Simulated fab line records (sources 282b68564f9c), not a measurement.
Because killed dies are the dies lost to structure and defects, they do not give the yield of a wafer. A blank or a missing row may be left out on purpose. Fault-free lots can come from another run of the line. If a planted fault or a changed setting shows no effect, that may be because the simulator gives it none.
fab line records    flow rit_cmos
[record] lots = 5  wafers = 15  last_day = 7
route steps=202 shown SDANNEAL@156 PSD@157 NSD@158 PLDD@159 NLDD@160 SILICIDE@161 CONTACT@168 M1@184
lots untouched by any fault: they come from a run of this same line in which no faults occurred
start_h: start of the lot's first displayed wafer, in hours after the record's first day    wait_h: hours elapsed since this lot's preceding step    " unchanged from the row above    L1.1+2: a single row standing in for several wafers    - no value, or no start given    * or withheld: withheld    < > ~ a bound
route shown NAME@n: NAME is a module with steps in the file, n the number in the route of the first one    usual: mean and standard deviation over wafers with no fault    same: alike in all rows    chamber/n: place in a boat    sites: readings site by site    _std_site: how widely they spread, as a standard deviation    _edge_site: inner sites' mean taken away from outer sites' mean    radius_mm: for every site, how far away it sits from the centre of the wafer    mask NAME#n: copy n    behind: the tool/chamber that last shaped the wafer    hold: why the lot was held/for how many hours/how that ended    device: transistor that didn't switch, given as n, p or np    end of line: at the end of the route, the tests of the same wafers    where a step has no rows: the recipe by itself    killed: dies that structure and defects cost at the first sort, which is not the same as the wafer's yield    map: shows each die of a wafer: x if killed, . if not, _ if none is there
set.NAME: setting as actually run; set.NAME@STEP: the setting as run at that earlier step    model.NAME: the simulator's own value behind a step, which no gauge read
lots at some steps of the route; a table a step, a row a wafer
services: a tool's chamber out of use, with start hour (start_h, from the record's first day; less than 0 if before it), hours out, and reason
[[steps]]
[step RIT_SDANNEAL_RTA_03]
[recipe] temp_c = 1050  time_s = 5  idle_temp_c = 600  ramp_up_c_per_s = 342  ramp_down_c_per_s = 171  cool_to_c = 600  ambient = N2
[step RIT_SDANNEAL_RS_MEAS_04]
[recipe] thk_meas_gauge = four-point-probe
[usual] PSD_RS = 116.0/0.31
lot.wafer  tool           chamber  start_h  wait_h  PSD_RS[ohm/sq]
L998.1     film_metro-04  -        90.27    0.0     116.2
L998.3     "              -        "        "       116.2
L998.4     "              -        "        "       116.5
L101.3     film_metro-04  -        105.55   0.1     115.8
L101.4     "              -        "        "       116.1
L101.5     "              -        "        "       115.9
L106.1     film_metro-04  -        129.08   0.0     115.9
L106.2     "              -        "        "       115.7
L106.4     "              -        "        "       115.9
L110.2     film_metro-03  -        149.25   0.1     115.5
L110.3     "              -        "        "       115.6
L110.6     "              -        "        "       115.2
L112.2     film_metro-04  -        159.13   0.1     116.2
L112.4     "              -        "        "       116.0
L112.5     "              -        "        "       116.1
[step RIT_SDANNEAL_RS_MEAS_05]
[recipe] thk_meas_gauge = four-point-probe
[usual] NSD_RS = 84.68/0.29
lot.wafer  tool           chamber  start_h  wait_h  NSD_RS[ohm/sq]
L998.1     film_metro-04  -        90.39    0.1     84.83
L998.3     "              -        "        "       84.39
L998.4     "              -        "        "       84.78
L101.3     film_metro-04  -        105.67   0.1     84.49
L101.4     "              -        "        "       84.84
L101.5     "              -        "        "       84.60
L106.1     film_metro-04  -        129.20   0.1     84.64
L106.2     "              -        "        "       84.77
L106.4     "              -        "        "       84.28
L110.2     film_metro-03  -        149.37   0.1     84.43
L110.3     "              -        "        "       84.47
L110.6     "              -        "        "       84.35
L112.2     film_metro-04  -        159.25   0.1     84.22
L112.4     "              -        "        "       84.56
L112.5     "              -        "        "       84.38
[step RIT_SDANNEAL_RS_MEAS_06]
[recipe] thk_meas_gauge = four-point-probe
[usual] PLDD_RS = 178.9/0.47
lot.wafer  tool           chamber  start_h  wait_h  PLDD_RS[ohm/sq]
L998.1     film_metro-04  -        90.51    0.1     179.3
L998.3     "              -        "        "       179.1
L998.4     "              -        "        "       179.1
L101.3     film_metro-04  -        105.79   0.1     178.4
L101.4     "              -        "        "       177.9
L101.5     "              -        "        "       177.9
L106.1     film_metro-04  -        129.32   0.1     179.1
L106.2     "              -        "        "       178.9
L106.4     "              -        "        "       179.1
L110.2     film_metro-03  -        149.49   0.1     178.8
L110.3     "              -        "        "       178.1
L110.6     "              -        "        "       178.6
L112.2     film_metro-04  -        159.37   0.1     178.9
L112.4     "              -        "        "       178.3
L112.5     "              -        "        "       178.7
[step RIT_SDANNEAL_RS_MEAS_07]
[recipe] thk_meas_gauge = four-point-probe
[usual] NLDD_RS = 152.0/0.43
lot.wafer  tool           chamber  start_h  wait_h  NLDD_RS[ohm/sq]
L998.1     film_metro-04  -        90.63    0.1     151.6
L998.3     "              -        "        "       151.7
L998.4     "              -        "        "       152.1
L101.3     film_metro-04  -        105.91   0.1     152.4
L101.4     "              -        "        "       152.4
L101.5     "              -        "        "       152.5
L106.1     film_metro-04  -        129.44   0.1     152.6
L106.2     "              -        "        "       152.1
L106.4     "              -        "        "       152.6
L110.2     film_metro-03  -        149.61   0.1     151.9
L110.3     "              -        "        "       151.3
L110.6     "              -        "        "       151.3
L112.2     film_metro-04  -        159.49   0.1     151.7
L112.4     "              -        "        "       151.3
L112.5     "              -        "        "       151.8
[step RIT_SILICIDE_WET_ETCH_00]
[recipe] chemistry = BOE  target = SiO2  target_depth_nm = 14  time_s = 15  dry = n2_spin  dilution = 10:1  temp_c = 21.5
[step RIT_SILICIDE_SPUTTER_01]
[recipe] material = Ti  target_thk_nm = 30  power_w = 350  chamber_pressure_pa = 0.667  gas = Ar  time_s = 240  substrate_temp_c = 25
[usual] throttle_valve_pct = 30.0/0.96
lot.wafer  tool            chamber  start_h  wait_h  throttle_valve_pct
L998.1     pvd_sputter-01  -        90.77    0.0     29.5
L998.3     "               -        "        "       30.3
L998.4     "               -        "        "       30.2
L101.3     pvd_sputter-02  -        106.00   0.0     28.9
L101.4     "               -        "        "       28.4
L101.5     "               -        "        "       29.1
L106.1     pvd_sputter-02  -        129.58   0.0     30.9
L106.2     "               -        "        "       31.8
L106.4     "               -        "        "       28.5
L110.2     pvd_sputter-02  -        149.72   0.0     28.3
L110.3     "               -        "        "       28.9
L110.6     "               -        "        "       31.9
L112.2     pvd_sputter-02  -        159.60   0.0     31.6
L112.4     "               -        "        "       29.1
L112.5     "               -        "        "       28.5
[step RIT_SILICIDE_RS_MEAS_02]
[recipe] thk_meas_gauge = four-point-probe  reads = Ti_of_SILICIDE_SPUTTER_01
[usual] SILICIDE_TI_RS = 47.8/0.95
lot.wafer  tool           chamber  start_h  wait_h  SILICIDE_TI_RS[ohm/sq]
L998.1     film_metro-02  -        90.92    0.1     48.8
L998.3     "              -        "        "       46.5
L998.4     "              -        "        "       46.7
L101.3     film_metro-02  -        106.19   0.1     47.6
L101.4     "              -        "        "       46.6
L101.5     "              -        "        "       47.8
L106.1     film_metro-03  -        129.73   0.1     48.4
L106.2     "              -        "        "       46.7
L106.4     "              -        "        "       46.2
L110.2     film_metro-02  -        149.89   0.1     47.1
L110.3     "              -        "        "       48.5
L110.6     "              -        "        "       48.0
L112.2     film_metro-03  -        159.77   0.1     47.6
L112.4     "              -        "        "       48.7
L112.5     "              -        "        "       47.1
[step RIT_SILICIDE_THK_MEAS_03]
[recipe] thk_meas_gauge = xrf  reads = Ti_of_SILICIDE_SPUTTER_01
[usual] SILICIDE_TI_THK = 30.0/0.49
lot.wafer  tool           chamber  start_h  wait_h  SILICIDE_TI_THK[nm]
L998.1     film_metro-02  -        91.04    0.1     29.4
L998.3     "              -        "        "       30.6
L998.4     "              -        "        "       30.6
L101.3     film_metro-02  -        106.29   0.1     30.1
L101.4     "              -        "        "       30.6
L101.5     "              -        "        "       30.0
L106.1     film_metro-03  -        129.85   0.1     29.5
L106.2     "              -        "        "       30.6
L106.4     "              -        "        "       30.6
L110.2     film_metro-02  -        150.00   0.1     30.3
L110.3     "              -        "        "       29.8
L110.6     "              -        "        "       29.8
L112.2     film_metro-03  -        159.88   0.1     30.0
L112.4     "              -        "        "       29.5
L112.5     "              -        "        "       30.2
[step RIT_SILICIDE_RTA_04]
[recipe] temp_c = 650  time_s = 10  idle_temp_c = 25  ramp_up_s = 5  ramp_down_s = 5  cool_to_c = 25  ambient = N2
[step RIT_SILICIDE_WET_ETCH_05]
[recipe] chemistry = SPM  target = Ti  temp_c = 90  time_s = 120  dry = n2_spin
[step RIT_SILICIDE_RTA_06]
[recipe] temp_c = 750  time_s = 10  idle_temp_c = 25  ramp_up_s = 5  ramp_down_s = 10  cool_to_c = 25  ambient = N2
[step RIT_CONTACT_CVD_00]
[recipe] material = SiO2  target_thk_nm = 400  precursor = TEOS  temp_c = 390  time_s = 61  rf_w = 400
[usual] heater_power_w = 325/47
lot.wafer  tool      chamber  start_h  wait_h  heater_power_w
L998.1     pecvd-02  2        91.27    0.1     355
L998.3     "         0        "        "       278
L998.4     "         2        "        "       371
L101.3     pecvd-02  0        106.53   0.1     278
L101.4     "         2        "        "       375
L101.5     "         0        "        "       285
L106.1     pecvd-04  2        130.08   0.1     407
L106.2     "         1        "        "       348
L106.4     "         0        "        "       353
L110.2     pecvd-02  2        150.23   0.0     356
L110.3     "         0        "        "       276
L110.6     "         0        "        "       294
L112.2     pecvd-04  2        160.11   0.0     406
L112.4     "         1        "        "       298
L112.5     "         2        "        "       423
[step RIT_CONTACT_THK_MEAS_01]
[recipe] reads = SiO2_of_CONTACT_CVD_00
[usual] CONTACT_TEOS_THK = 398/6.4
lot.wafer  tool           chamber  start_h  wait_h  CONTACT_TEOS_THK[nm]
L998.1     film_metro-04  -        91.35    0.1     395
L998.3     "              -        "        "       394
L998.4     "              -        "        "       407
L101.3     film_metro-03  -        106.60   0.0     394
L101.4     "              -        "        "       405
L101.5     "              -        "        "       395
L106.1     film_metro-01  -        130.13   0.0     390
L106.2     "              -        "        "       397
L106.4     "              -        "        "       403
L110.2     film_metro-04  -        150.29   0.0     388
L110.3     "              -        "        "       384
L110.6     "              -        "        "       390
L112.2     film_metro-01  -        160.17   0.0     382
L112.4     "              -        "        "       404
L112.5     "              -        "        "       391
[step RIT_CONTACT_HMDS_02]
[recipe] prime_time_s = 60  prime_temp_c = 140
[step RIT_CONTACT_COAT_03]
[recipe] resist = NOVOLAK  spin_rpm = 3250  resist_thk_nm = 1000
[step RIT_CONTACT_SOFTBAKE_04]
[recipe] resist = NOVOLAK  temp_c = 90  time_s = 60
[step RIT_CONTACT_EXPOSE_05]
[recipe] mask_id = M11  na = 0.6  source_shape = conventional  sigma_outer = 0.5  target_cd_nm = 1000  dose_mj = 250
[step RIT_CONTACT_PEB_06]
[recipe] resist = NOVOLAK  temp_c = withheld  time_s = withheld
[step RIT_CONTACT_DEVELOP_07]
[recipe] resist = NOVOLAK  develop_time_s = 120  dev_temp_c = 23
[step RIT_CONTACT_CD_MEAS_08]
[recipe] target_cd_nm = 1000
[usual] cd_nm = 999.9/2.7
lot.wafer  tool       chamber  start_h  wait_h  cd_nm
L998.1     cd_sem-01  -        92.50    -       995.8
L998.3     "          -        "        "       996.0
L998.4     "          -        "        "       996.8
L101.3     cd_sem-02  -        107.79   -       1002.6
L101.4     "          -        "        "       999.3
L101.5     "          -        "        "       999.4
L106.1     cd_sem-01  -        131.24   -       1001.1
L106.2     "          -        "        "       1003.4
L106.4     "          -        "        "       998.2
L110.2     cd_sem-01  -        151.33   -       1002.6
L110.3     "          -        "        "       1000.8
L110.6     "          -        "        "       1001.9
L112.2     cd_sem-01  -        161.25   -       1002.7
L112.4     "          -        "        "       1003.3
L112.5     "          -        "        "       1002.9
[step RIT_CONTACT_OVL_MEAS_09]
[usual] CONTACT_OVL = -0.9/1.2
lot.wafer  tool        chamber  start_h  wait_h  CONTACT_OVL[nm]
L998.1     overlay-02  -        92.62    0.1     -1.1
L998.3     "           -        "        "       -0.1
L998.4     "           -        "        "       -0.9
L101.3     overlay-01  -        107.88   0.1     0.9
L101.4     "           -        "        "       0.3
L101.5     "           -        "        "       1.1
L106.1     overlay-01  -        131.36   0.1     -0.9
L106.2     "           -        "        "       -1.6
L106.4     "           -        "        "       -1.4
L110.2     overlay-02  -        151.43   0.1     -0.2
L110.3     "           -        "        "       -0.8
L110.6     "           -        "        "       -0.4
L112.2     overlay-02  -        161.35   0.1     -1.7
L112.4     "           -        "        "       -0.4
L112.5     "           -        "        "       -2.1
[step RIT_CONTACT_HARDBAKE_10]
[recipe] resist = NOVOLAK  temp_c = 140  time_s = 60
[step RIT_CONTACT_ETCH_11]
[recipe] target_depth_a = 4800  over_etch_frac = 0.2  stop_on = TiSi2  chemistry = CHF3/CF4/Ar  target = SiO2  CHF3_flow_sccm = 50  cf4_flow_sccm = 10  Ar_flow_sccm = 100  O2_flow_sccm = 5  pressure_mtorr = 100  rf_w = 200  time_s = 320
[usual] chamber_pressure_mTorr = 100.00/0.087  drypump_motor_current_A = 5.9/0.42  oes_product_au = 0.988/0.014  throttle_valve_pct = 8.73/0.097
[same] over_etch_frac = 0.2
lot.wafer  tool         chamber  start_h  wait_h  chamber_pressure_mTorr  drypump_motor_current_A  oes_product_au  rf_hours_counter_h  throttle_valve_pct
L998.1     rie_diel-01  0        92.81    0.1     100.08                  5.7                      1.003           114                 8.55
L998.3     "            3        "        "       99.86                   6.4                      0.967           66                  8.75
L998.4     "            1        "        "       100.08                  5.7                      0.982           144                 8.73
L101.3     rie_diel-01  3        108.05   0.1     100.00                  6.4                      0.976           66                  8.76
L101.4     "            2        "        "       99.99                   5.4                      1.000           6                   8.78
L101.5     "            0        "        "       99.95                   5.7                      1.002           -                   8.54
L106.1     rie_diel-02  0        131.55   0.1     100.35                  6.4                      0.990           140                 8.80
L106.2     "            2        "        "       100.03                  5.5                      0.961           149                 8.81
L106.4     "            3        "        "       100.00                  5.4                      1.005           98                  8.93
L110.2     rie_diel-01  1        151.61   0.1     100.05                  5.6                      0.974           145                 8.75
L110.3     "            0        "        "       99.94                   5.8                      1.000           116                 8.52
L110.6     "            2        "        "       99.82                   5.4                      0.998           -                   8.77
L112.2     rie_diel-01  2        161.53   0.1     100.00                  5.4                      0.998           6                   8.78
L112.4     "            0        "        "       100.06                  5.7                      0.996           116                 8.54
L112.5     "            1        "        "       100.01                  5.7                      0.976           -                   8.74
[step RIT_CONTACT_STRIP_12]
[recipe] chemistry = O2  time_s = 180  resist = NOVOLAK  platen_temp_c = withheld  power_w = 500  pressure_mtorr = 4000  o2_flow_sccm = 4000
[usual] chamber_pressure_mTorr = 4000/4.1  drypump_motor_current_A = 5.9/0.39
lot.wafer  tool             chamber  start_h  wait_h  chamber_pressure_mTorr  drypump_motor_current_A  rf_hours_counter_h
L998.1     plasma_asher-03  0        93.00    0.1     3997                    6.3                      33
L998.3     "                1        "        "       4000                    5.6                      -
L998.4     "                0        "        "       4001                    6.3                      -
L101.3     plasma_asher-03  1        108.31   0.2     4000                    5.5                      -
L101.4     "                0        "        "       3998                    6.3                      -
L101.5     "                1        "        "       4004                    5.5                      -
L106.1     plasma_asher-04  0        131.74   0.1     3998                    6.3                      53
L106.2     "                1        "        "       4000                    6.1                      53
L106.4     "                0        "        "       4000                    6.3                      -
L110.2     plasma_asher-03  1        151.81   0.1     3995                    5.5                      39
L110.3     "                1        "        "       4003                    5.5                      -
L110.6     "                0        "        "       3998                    6.3                      -
L112.2     plasma_asher-02  1        161.73   0.1     3995                    5.5                      5
L112.4     "                0        "        "       3998                    5.2                      -
L112.5     "                1        "        "       3997                    5.5                      -
[step RIT_CONTACT_CD_MEAS_90]
[recipe] target_cd_nm = 1000
[usual] cd_nm = 999.8/2.7
lot.wafer  tool       chamber  start_h  wait_h  cd_nm
L998.1     cd_sem-01  -        93.17    0.1     995.3
L998.3     "          -        "        "       996.1
L998.4     "          -        "        "       996.6
L101.3     cd_sem-01  -        108.46   0.1     1002.1
L101.4     "          -        "        "       999.9
L101.5     "          -        "        "       999.7
L106.1     cd_sem-01  -        131.92   0.1     1001.0
L106.2     "          -        "        "       1002.3
L106.4     "          -        "        "       997.5
L110.2     cd_sem-02  -        152.00   0.1     1002.6
L110.3     "          -        "        "       1000.3
L110.6     "          -        "        "       1002.7
L112.2     cd_sem-02  -        161.92   0.1     1003.2
L112.4     "          -        "        "       1003.3
L112.5     "          -        "        "       1002.0
[step RIT_CONTACT_CLEAN_13]
[recipe] chemistry = SC1  mix = 3:3:50  time_s = 600  temp_c = 75
[step RIT_CONTACT_CLEAN_14]
[recipe] chemistry = SC2  mix = 3:3:50  time_s = 600  temp_c = 75  dry = n2_spin
[step RIT_M1_SPUTTER_00]
[recipe] material = Al  target_thk_nm = 400  power_w = 2000  chamber_pressure_pa = 0.4  gas = Ar  time_s = 500  substrate_temp_c = 25
[usual] throttle_valve_pct = 30.0/1
lot.wafer  tool            chamber  start_h  wait_h  throttle_valve_pct
L998.1     pvd_sputter-04  -        93.66    0.0     30.2
L998.3     "               -        "        "       28.1
L998.4     "               -        "        "       28.7
L101.3     pvd_sputter-03  -        108.91   0.0     30.2
L101.4     "               -        "        "       30.6
L101.5     "               -        "        "       30.0
L106.1     pvd_sputter-04  -        132.40   0.0     31.8
L106.2     "               -        "        "       29.1
L106.4     "               -        "        "       28.1
L110.2     pvd_sputter-04  -        152.45   0.0     28.7
L110.3     "               -        "        "       29.9
L110.6     "               -        "        "       28.4
L112.2     pvd_sputter-04  -        162.39   0.0     28.8
L112.4     "               -        "        "       30.6
L112.5     "               -        "        "       31.9
[step RIT_M1_RS_MEAS_01]
[recipe] thk_meas_gauge = four-point-probe  reads = Al_of_M1_SPUTTER_00
[usual] M1_AL_RS = 0.0731/0.00074
lot.wafer  tool           chamber  start_h  wait_h  M1_AL_RS[ohm/sq]
L998.1     film_metro-04  -        93.96    0.1     0.0722
L998.3     "              -        "        "       0.0729
L998.4     "              -        "        "       0.0719
L101.3     film_metro-02  -        109.24   0.2     0.0744
L101.4     "              -        "        "       0.0735
L101.5     "              -        "        "       0.0737
L106.1     film_metro-04  -        132.70   0.1     0.0735
L106.2     "              -        "        "       0.0723
L106.4     "              -        "        "       0.0732
L110.2     film_metro-04  -        152.77   0.2     0.0727
L110.3     "              -        "        "       0.0727
L110.6     "              -        "        "       0.0731
L112.2     film_metro-03  -        162.70   0.2     0.0728
L112.4     "              -        "        "       0.0739
L112.5     "              -        "        "       0.0731
[step RIT_M1_THK_MEAS_02]
[recipe] thk_meas_gauge = xrf  reads = Al_of_M1_SPUTTER_00
[usual] M1_AL_THK = 403/5.4
lot.wafer  tool           chamber  start_h  wait_h  M1_AL_THK[nm]
L998.1     film_metro-04  -        94.08    0.1     410
L998.3     "              -        "        "       407
L998.4     "              -        "        "       416
L101.3     film_metro-02  -        109.34   0.1     393
L101.4     "              -        "        "       396
L101.5     "              -        "        "       394
L106.1     film_metro-04  -        132.82   0.1     405
L106.2     "              -        "        "       410
L106.4     "              -        "        "       408
L110.2     film_metro-04  -        152.88   0.1     407
L110.3     "              -        "        "       406
L110.6     "              -        "        "       404
L112.2     film_metro-03  -        162.81   0.1     401
L112.4     "              -        "        "       395
L112.5     "              -        "        "       400
[step RIT_M1_HMDS_03]
[recipe] prime_time_s = 60  prime_temp_c = 140
[step RIT_M1_COAT_04]
[recipe] resist = NOVOLAK  spin_rpm = 2000  resist_thk_nm = 1300
[step RIT_M1_SOFTBAKE_05]
[recipe] resist = NOVOLAK  temp_c = 90  time_s = 60
[step RIT_M1_EXPOSE_06]
[recipe] mask_id = M12  na = 0.6  source_shape = conventional  sigma_outer = 0.5  target_cd_nm = 2600  dose_mj = 250
[step RIT_M1_PEB_07]
[recipe] resist = NOVOLAK  temp_c = withheld  time_s = withheld
[step RIT_M1_DEVELOP_08]
[recipe] resist = NOVOLAK  develop_time_s = 68  dev_temp_c = 23
[step RIT_M1_CD_MEAS_09]
[recipe] target_cd_nm = 2600
[usual] cd_nm = 2600.5/2
lot.wafer  tool       chamber  start_h  wait_h  cd_nm
L998.1     cd_sem-01  -        95.02    -       2600.6
L998.3     "          -        "        "       2601.1
L998.4     "          -        "        "       2603.1
L101.3     cd_sem-02  -        110.30   -       2598.7
L101.4     "          -        "        "       2597.7
L101.5     "          -        "        "       2600.3
L106.1     cd_sem-02  -        133.76   -       2600.6
L106.2     "          -        "        "       2598.7
L106.4     "          -        "        "       2602.0
L110.2     cd_sem-01  -        153.83   -       2598.5
L110.3     "          -        "        "       2600.4
L110.6     "          -        "        "       2599.4
L112.2     cd_sem-01  -        163.89   -       2599.2
L112.4     "          -        "        "       2599.7
L112.5     "          -        "        "       2600.3
[step RIT_M1_OVL_MEAS_10]
[usual] M1_OVL = 0.0/1.1
lot.wafer  tool        chamber  start_h  wait_h  M1_OVL[nm]
L998.1     overlay-01  -        95.14    0.1     0.4
L998.3     "           -        "        "       -0.1
L998.4     "           -        "        "       0.7
L101.3     overlay-02  -        110.40   0.1     -0.1
L101.4     "           -        "        "       0.0
L101.5     "           -        "        "       -2.2
L106.1     overlay-01  -        133.88   0.1     -0.4
L106.2     "           -        "        "       0.8
L106.4     "           -        "        "       2.5
L110.2     overlay-02  -        153.93   0.1     0.2
L110.3     "           -        "        "       0.1
L110.6     "           -        "        "       0.7
L112.2     overlay-02  -        164.00   0.1     -0.1
L112.4     "           -        "        "       -1.5
L112.5     "           -        "        "       -1.5
[step RIT_M1_HARDBAKE_11]
[recipe] resist = NOVOLAK  temp_c = 140  time_s = 120
[step RIT_M1_METAL_ETCH_12]
[recipe] stop_on = SiO2  chemistry = Cl2/BCl3  target = Al  time_s = 165  over_etch_frac = 0.5  pressure_mtorr = 100  target_depth_a = 6000  rf_w = 250  Cl2_flow_sccm = 60  bcl3_flow_sccm = 50
[usual] chamber_pressure_mTorr = 100.00/0.086  drypump_motor_current_A = 5.5/0.5  mfc_cl2_sccm = 59.99/0.17  oes_product_au = 0.781/0.014  throttle_valve_pct = 8.25/0.052
[same] over_etch_frac = 0.5
lot.wafer  tool          chamber  start_h  wait_h  chamber_pressure_mTorr  drypump_motor_current_A  mfc_cl2_sccm  oes_product_au  rf_hours_counter_h  throttle_valve_pct
L998.1     rie_metal-03  0        95.42    0.2     99.97                   5.7                      59.74         0.790           3                   8.26
L998.3     "             1        "        "       100.10                  4.7                      60.34         0.763           -                   8.25
L998.4     "             0        "        "       99.83                   5.7                      59.92         0.802           -                   8.26
L101.3     rie_metal-03  0        110.72   0.2     100.10                  5.7                      59.90         0.781           -                   8.27
L101.4     "             1        "        "       99.86                   4.7                      60.24         0.758           -                   8.24
L101.5     "             0        "        "       99.91                   5.7                      59.84         0.789           -                   8.28
L106.1     rie_metal-03  1        134.16   0.2     100.21                  4.7                      60.30         0.762           3                   8.25
L106.2     "             0        "        "       99.99                   5.7                      59.95         0.791           3                   8.27
L106.4     "             1        "        "       100.02                  4.7                      60.15         0.769           -                   8.25
L110.2     rie_metal-03  0        154.21   0.2     99.95                   5.7                      59.97         0.796           4                   8.27
L110.3     "             0        "        "       100.05                  5.7                      59.91         0.800           -                   8.27
L110.6     "             0        "        "       100.05                  5.7                      59.75         0.789           -                   8.29
L112.2     rie_metal-02  1        164.28   0.2     100.04                  6.1                      59.92         0.805           2                   8.34
L112.4     "             1        "        "       99.99                   6.1                      59.94         0.793           -                   8.33
L112.5     "             1        "        "       100.13                  6.1                      59.95         0.797           -                   8.32
[step RIT_M1_STRIP_13]
[recipe] chemistry = nmp  resist = NOVOLAK  temp_c = 80  time_s = 600  dry = n2_spin
[step RIT_M1_PROBE_99]
[usual] killed_at_contacts = 0.1/0.23  killed_at_front_end = 7/3.1  killed_dies = 7/3.1  killed_on_rim = 1.9/1.3  killed_open = 3.4/2.1  killed_short = 3.5/2
[same] gross_dies = 264  killed_at_M0_to_M3 = 0  killed_at_M4_up = 0  killed_at_back_side = 0  killed_at_other = 0
lot.wafer  tool       chamber  start_h  wait_h  killed_at_contacts  killed_at_front_end  killed_dies  killed_on_rim  killed_open  killed_short
L998.1     prober-02  -        98.08    0.1     0                   9                    9            3              4            5
L998.3     prober-02  -        98.18    0.2     0                   7                    7            2              3            4
L998.4     prober-02  -        98.23    0.2     0                   4                    4            3              2            2
L101.3     prober-01  -        113.03   0.2     0                   6                    6            0              4            2
L101.4     prober-01  -        113.08   0.2     0                   14                   14           1              8            6
L101.5     prober-01  -        113.13   0.2     0                   12                   12           4              6            6
L106.1     prober-01  -        136.42   0.1     0                   10                   10           0              6            4
L106.2     prober-01  -        136.47   0.1     0                   3                    3            0              1            2
L106.4     prober-01  -        136.57   0.2     0                   8                    8            3              2            6
L110.2     prober-01  -        156.51   0.1     0                   8                    8            2              4            4
L110.3     prober-01  -        156.56   0.2     17                  6                    23           10             4            2
L110.6     prober-01  -        156.71   0.2     20                  2                    22           9              1            1
L112.2     prober-01  -        166.58   0.1     0                   4                    4            2              2            2
L112.4     prober-01  -        166.68   0.2     0                   6                    6            1              4            2
L112.5     prober-01  -        166.73   0.2     0                   10                   10           1              5            5
// killed by level:class
L998.1 REOX:geometric_particle:short=3 SPACER:geometric_particle:open=2 GATE:geometric_particle:open=1 GATE:geometric_particle:short=1 SPACER:geometric_particle:short=1 SILICIDE:geometric_particle:open=1
L998.3 GATE:geometric_particle:short=3 FOX1:geometric_particle:open=1 REOX:geometric_particle:open=1 SPACER:geometric_particle:open=1 SILICIDE:geometric_particle:short=1
L998.4 SPACER:geometric_particle:short=2 GATE:geometric_particle:open=1 SPACER:geometric_particle:open=1
L101.3 FOX1:geometric_particle:open=2 GATE:geometric_particle:open=2 GATE:geometric_particle:short=1 SILICIDE:geometric_particle:short=1
L101.4 SPACER:geometric_particle:open=3 FOX1:geometric_particle:short=2 GATE:geometric_particle:open=2 REOX:geometric_particle:open=2 SPACER:geometric_particle:short=2 FOX1:geometric_particle:open=1 GATE:geometric_particle:short=1 SILICIDE:geometric_particle:short=1
L101.5 GATE:geometric_particle:short=3 FOX1:geometric_particle:open=2 FOX2:geometric_particle:short=2 GATE:geometric_particle:open=2 FOX1:geometric_particle:short=1 FOX2:geometric_particle:open=1 REOX:geometric_particle:open=1
L106.1 GATE:geometric_particle:short=3 GATE:geometric_particle:open=3 FOX1:geometric_particle:open=2 REOX:geometric_particle:short=1 SILICIDE:geometric_particle:open=1
L106.2 FOX1:geometric_particle:open=1 FOX1:geometric_particle:short=1 SILICIDE:geometric_particle:short=1
L106.4 GATE:geometric_particle:short=2 SPACER:geometric_particle:short=2 FOX2:geometric_particle:open=1 FOX2:geometric_particle:short=1 GATE:geometric_particle:open=1 SILICIDE:geometric_particle:short=1
L110.2 GATE:geometric_particle:open=4 GATE:geometric_particle:short=3 REOX:geometric_particle:short=1
L110.3 CONTACT:unspecified=17 GATE:geometric_particle:open=3 FOX1:geometric_particle:short=1 FOX2:geometric_particle:open=1 GATE:geometric_particle:short=1
L110.6 CONTACT:unspecified=20 GATE:geometric_particle:short=1 GATE:geometric_particle:open=1
L112.2 GATE:geometric_particle:short=1 REOX:geometric_particle:open=1 SPACER:geometric_particle:open=1 SILICIDE:geometric_particle:short=1
L112.4 GATE:geometric_particle:open=2 GATE:geometric_particle:short=1 REOX:geometric_particle:short=1 REOX:geometric_particle:open=1 SPACER:geometric_particle:open=1
L112.5 FOX1:geometric_particle:short=2 SPACER:geometric_particle:open=2 ACTIVE:geometric_particle:short=1 FOX1:geometric_particle:open=1 REOX:geometric_particle:open=1 SPACER:geometric_particle:short=1 SILICIDE:geometric_particle:open=1 SILICIDE:geometric_particle:short=1
// map L110.3 (x killed, . not)
________.....xx_______
_____........xxxxx____
____.......x.xxxxxx___
___............xx.x.__
__.........x........._
__..................._
_.....................
_.....................
_.....................
_..................x..
__..................._
__...x..............._
___...x.............__
____....x..........___
_____.x...........____
________......._______
// map L101.4 (x killed, . not)
________......._______
_____............x____
____......x........___
___........x........__
__............x......_
__..............x...._
_.....................
_...x.................
_..................x..
_...x........x....x...
__....x....x........._
__..................._
___......x.......x..__
____...............___
_____.............____
________......._______
[[services]]
tool             chamber  start_h  hours  kind
plasma_asher-02  -        69.46    7.5    repair
pvd_sputter-02   -        72.27    1.3    repair
rie_diel-01      -        73.55    2.8    pm
pecvd-02         -        74.62    14.6   pm
plasma_asher-03  -        93.85    2.8    pm
plasma_asher-02  -        108.75   9.0    pm
plasma_asher-02  0        108.75   9.0    vent_cycle
plasma_asher-02  1        108.75   9.0    vent_cycle
pvd_sputter-02   -        112.42   6.0    repair
plasma_asher-02  0        117.75   -      clean
plasma_asher-02  1        117.75   -      clean
rie_metal-02     -        123.37   14.6   pm
pecvd-04         1        131.31   4.6    repair
rie_diel-01      2        137.30   2.8    repair
plasma_asher-04  -        143.73   0.8    repair
rie_diel-02      0        144.55   7.6    repair
rie_metal-02     1        154.96   8.1    repair
rie_diel-02      2        157.11   -      clean
rie_diel-02      2        157.11   11.8   scheduled_down
rie_diel-02      2        157.11   11.8   vent_cycle
[[key]]
[first_sign] step = RIT_M1_PROBE_99  reading = killed_at_contacts  direction = up  sigmas = 18  usual = 0.1  struck = 18.5
[effect] step = RIT_M1_PROBE_99  reading = killed_dies  direction = up  sigmas = 5  usual = 7  struck = 22
met_at RIT_CONTACT_CVD_00
struck_wafers L110.3,L110.6
tester_left_out L110
onset_between 106.53 150.23
[fault] kind = chamber_particle_source  tool = pecvd-02  chamber = 0  onset_h = 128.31  steps = RIT_CONTACT_CVD_00  rate_per_visit_cm2 = 1.732  end_h = 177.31
// tester_left_out: of these lots the tester's yield and bins aren't shown, on N5 and GAA mostly nor the transistor test; their killed dies are dies lost to structure and defects alone, not to doping, threshold or leakage, so they don't give the yield
